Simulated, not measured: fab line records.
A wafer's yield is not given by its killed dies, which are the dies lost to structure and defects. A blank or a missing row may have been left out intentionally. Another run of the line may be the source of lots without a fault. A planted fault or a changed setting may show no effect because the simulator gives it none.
fab line records    flow berkeley_cmos170
record lots=12  wafers=36  last_day=11
route steps=331 shown START@4 ACTIVE@63 FIELD@96 M2@274
lots untouched by any fault: they come from a run of this same line in which no faults occurred
start_h: hours from the record's first day to the start of the lot's first wafer shown    wait_h: how many hours have passed since the lot's step before this one    " the same as in the row above    L1.1+2: one row covering several wafers at once    - value missing, or start not given    * or withheld: withheld    < > ~ a bound
route shown NAME@n: a module of which the file shows steps, and the number in the route of the first    usual: mean/standard deviation taken from wafers without a fault    same: alike in all rows    chamber/n: place in a boat    sites: readings site by site    _std_site: their standard deviation    _edge_site: inner sites' mean taken away from outer sites' mean    radius_mm: how far each site lies from the wafer's centre    mask NAME#n: copy n    behind: the last tool/chamber to shape the wafer    hold: cause of the lot's hold/its duration in hours/its outcome    device: which transistor (n, p or np) failed to switch    end of line: tests run on the same wafers once the route is complete    step lacking rows: just its recipe    killed: dies that structure and defects cost at the first sort, which is not the same as the wafer's yield    map: per-die view of a wafer (x killed, . not killed, _ where there is no die)
set.NAME: the setting that was run; set.NAME@STEP: the one run at that earlier step    model.NAME: the simulator's own value behind a step, which no gauge read
one table for each step of the route and one row for each wafer, over a sample of lots
## steps
# step UCB170_START_THK_MEAS_03
# recipe reads=SiO2_of_START_OXIDATION_02
# usual START_OXIDE_THK=20.1/0.4
lot.wafer  tool           chamber  start_h  wait_h  START_OXIDE_THK[nm]
L206.1     film_metro-02  -        14.59    0.0     20.0
L206.4     "              -        "        "       20.4
L206.6     "              -        "        "       19.9
L207.1     film_metro-04  -        20.94    0.0     20.4
L207.2     "              -        "        "       20.5
L207.4     "              -        "        "       21.0
L208.1     film_metro-03  -        25.93    0.0     20.3
L208.3     "              -        "        "       19.7
L208.5     "              -        "        "       20.3
L211.1     film_metro-04  -        40.50    0.0     20.1
L211.3     "              -        "        "       20.1
L211.5     "              -        "        "       20.3
L214.4     film_metro-03  -        55.97    0.0     19.0
L214.5     "              -        "        "       18.7
L214.6     "              -        "        "       19.2
L216.2     film_metro-04  -        64.50    0.0     20.7
L216.4     "              -        "        "       20.7
L216.6     "              -        "        "       20.8
L218.2     film_metro-02  -        74.93    0.0     20.8
L218.4     "              -        "        "       20.4
L218.5     "              -        "        "       20.7
L221.1     film_metro-04  -        90.14    0.0     20.0
L221.3     "              -        "        "       19.9
L221.6     "              -        "        "       19.9
L223.3     film_metro-02  -        100.29   0.0     20.1
L223.4     "              -        "        "       20.1
L223.6     "              -        "        "       19.9
L225.1     film_metro-03  -        111.19   0.0     19.9
L225.3     "              -        "        "       19.6
L225.5     "              -        "        "       19.6
L226.1     film_metro-04  -        115.71   0.0     19.6
L226.3     "              -        "        "       19.5
L226.6     "              -        "        "       19.9
L227.1     film_metro-03  -        121.65   0.0     19.7
L227.3     "              -        "        "       19.6
L227.4     "              -        "        "       19.5
# step UCB170_ACTIVE_THK_MEAS_03
# recipe reads=SiO2_of_ACTIVE_OXIDATION_02
# usual ACTIVE_OXIDE_THK=26.4/0.51
lot.wafer  tool           chamber  start_h  wait_h  ACTIVE_OXIDE_THK[nm]
L206.1     film_metro-03  -        68.42    0.0     26.7
L206.4     "              -        "        "       26.7
L206.6     "              -        "        "       26.7
L207.1     film_metro-03  -        76.39    0.0     26.5
L207.2     "              -        "        "       26.5
L207.4     "              -        "        "       26.5
L208.1     film_metro-04  -        87.29    0.0     26.2
L208.3     "              -        "        "       26.1
L208.5     "              -        "        "       26.3
L211.1     film_metro-02  -        103.19   0.0     28.0
L211.3     "              -        "        "       28.1
L211.5     "              -        "        "       28.5
L214.4     film_metro-02  -        115.18   0.0     28.5
L214.5     "              -        "        "       28.3
L214.6     "              -        "        "       28.8
L216.2     film_metro-02  -        124.36   0.0     29.3
L216.4     "              -        "        "       29.4
L216.6     "              -        "        "       29.1
L218.2     film_metro-02  -        136.50   0.0     29.0
L218.4     "              -        "        "       29.5
L218.5     "              -        "        "       28.8
L221.1     film_metro-04  -        156.16   0.0     25.3
L221.3     "              -        "        "       25.5
L221.6     "              -        "        "       26.0
L223.3     film_metro-04  -        165.26   0.0     26.5
L223.4     "              -        "        "       27.4
L223.6     "              -        "        "       27.2
L225.1     film_metro-04  -        171.98   0.0     25.5
L225.3     "              -        "        "       26.0
L225.5     "              -        "        "       26.4
L226.1     film_metro-04  -        177.94   0.0     25.8
L226.3     "              -        "        "       25.8
L226.6     "              -        "        "       25.6
L227.1     film_metro-03  -        177.94   0.0     26.7
L227.3     "              -        "        "       27.1
L227.4     "              -        "        "       26.7
# step UCB170_FIELD_THK_MEAS_90
# recipe reads=SiO2_of_FIELD_OXIDATION_01
# usual FIELD_OXIDE_LEFT_1_THK=442/8.8
lot.wafer  tool           chamber  start_h  wait_h  FIELD_OXIDE_LEFT_1_THK[nm]
L206.1     film_metro-01  -        89.67    0.0     453
L206.4     "              -        "        "       441
L206.6     "              -        "        "       441
L207.1     film_metro-03  -        102.32   0.0     458
L207.2     "              -        "        "       446
L207.4     "              -        "        "       448
L208.1     film_metro-03  -        116.39   0.0     431
L208.3     "              -        "        "       439
L208.5     "              -        "        "       428
L211.1     film_metro-04  -        134.21   0.0     450
L211.3     "              -        "        "       454
L211.5     "              -        "        "       452
L214.4     film_metro-04  -        145.47   0.0     439
L214.5     "              -        "        "       440
L214.6     "              -        "        "       442
L216.2     film_metro-01  -        151.20   0.0     437
L216.4     "              -        "        "       444
L216.6     "              -        "        "       447
L218.2     film_metro-04  -        157.42   0.0     448
L218.4     "              -        "        "       454
L218.5     "              -        "        "       444
L221.1     film_metro-03  -        186.09   0.0     438
L221.3     "              -        "        "       452
L221.6     "              -        "        "       446
L223.3     film_metro-03  -        191.09   0.0     425
L223.4     "              -        "        "       428
L223.6     "              -        "        "       430
L225.1     film_metro-04  -        199.75   0.0     446
L225.3     "              -        "        "       460
L225.5     "              -        "        "       439
L226.1     film_metro-01  -        206.70   0.0     448
L226.3     "              -        "        "       450
L226.6     "              -        "        "       455
L227.1     film_metro-04  -        206.70   0.0     443
L227.3     "              -        "        "       445
L227.4     "              -        "        "       445
# step UCB170_M2_THK_MEAS_03
# recipe thk_meas_gauge=xrf  reads=Al_of_M2_SPUTTER_01
# usual M2_AL_THK=925/15
lot.wafer  tool           chamber  start_h  wait_h  M2_AL_THK[nm]
L206.1     film_metro-03  -        152.10   0.1     906
L206.4     "              -        "        "       915
L206.6     "              -        "        "       909
L207.1     film_metro-01  -        170.87   0.1     910
L207.2     "              -        "        "       889
L207.4     "              -        "        "       921
L208.1     film_metro-03  -        176.17   0.1     901
L208.3     "              -        "        "       921
L208.5     "              -        "        "       918
L211.1     film_metro-04  -        198.44   0.1     935
L211.3     "              -        "        "       924
L211.5     "              -        "        "       926
L214.4     film_metro-03  -        206.29   0.1     913
L214.5     "              -        "        "       913
L214.6     "              -        "        "       924
L216.2     film_metro-01  -        214.42   0.1     905
L216.4     "              -        "        "       938
L216.6     "              -        "        "       904
L218.2     film_metro-01  -        224.43   0.1     888
L218.4     "              -        "        "       892
L218.5     "              -        "        "       897
L223.3     film_metro-01  -        249.67   0.1     940
L223.4     "              -        "        "       953
L223.6     "              -        "        "       935
L221.1     film_metro-04  -        250.64   0.1     943
L221.3     "              -        "        "       938
L221.6     "              -        "        "       944
L225.1     film_metro-03  -        257.32   0.1     933
L225.3     "              -        "        "       917
L225.5     "              -        "        "       942
L227.1     film_metro-01  -        265.24   0.1     925
L227.3     "              -        "        "       898
L227.4     "              -        "        "       906
L226.1     film_metro-04  -        265.54   0.1     932
L226.3     "              -        "        "       921
L226.6     "              -        "        "       926
## key
first_sign step=UCB170_ACTIVE_THK_MEAS_03  reading=ACTIVE_OXIDE_THK  direction=up  sigmas=4.6  usual=26.4  struck=28.8
effect none on later readings
met_at UCB170_ACTIVE_THK_MEAS_03
struck_lots L211,L214,L216,L218
tester_left_out L211,L214,L216,L218
not_acting_at UCB170_START_THK_MEAS_03,UCB170_FIELD_THK_MEAS_90,UCB170_M2_THK_MEAS_03
fault kind=metrology_matching_offset  tool=film_metro-02  chamber=-  onset_h=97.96  steps=UCB170_ACTIVE_THK_MEAS_03  param=thk_nm  offset=2.4422
# tester_left_out: of these lots the tester's yield and bins aren't shown, on N5 and GAA mostly nor the transistor test; their killed dies are dies lost to structure and defects alone, not to doping, threshold or leakage, so they don't give the yield
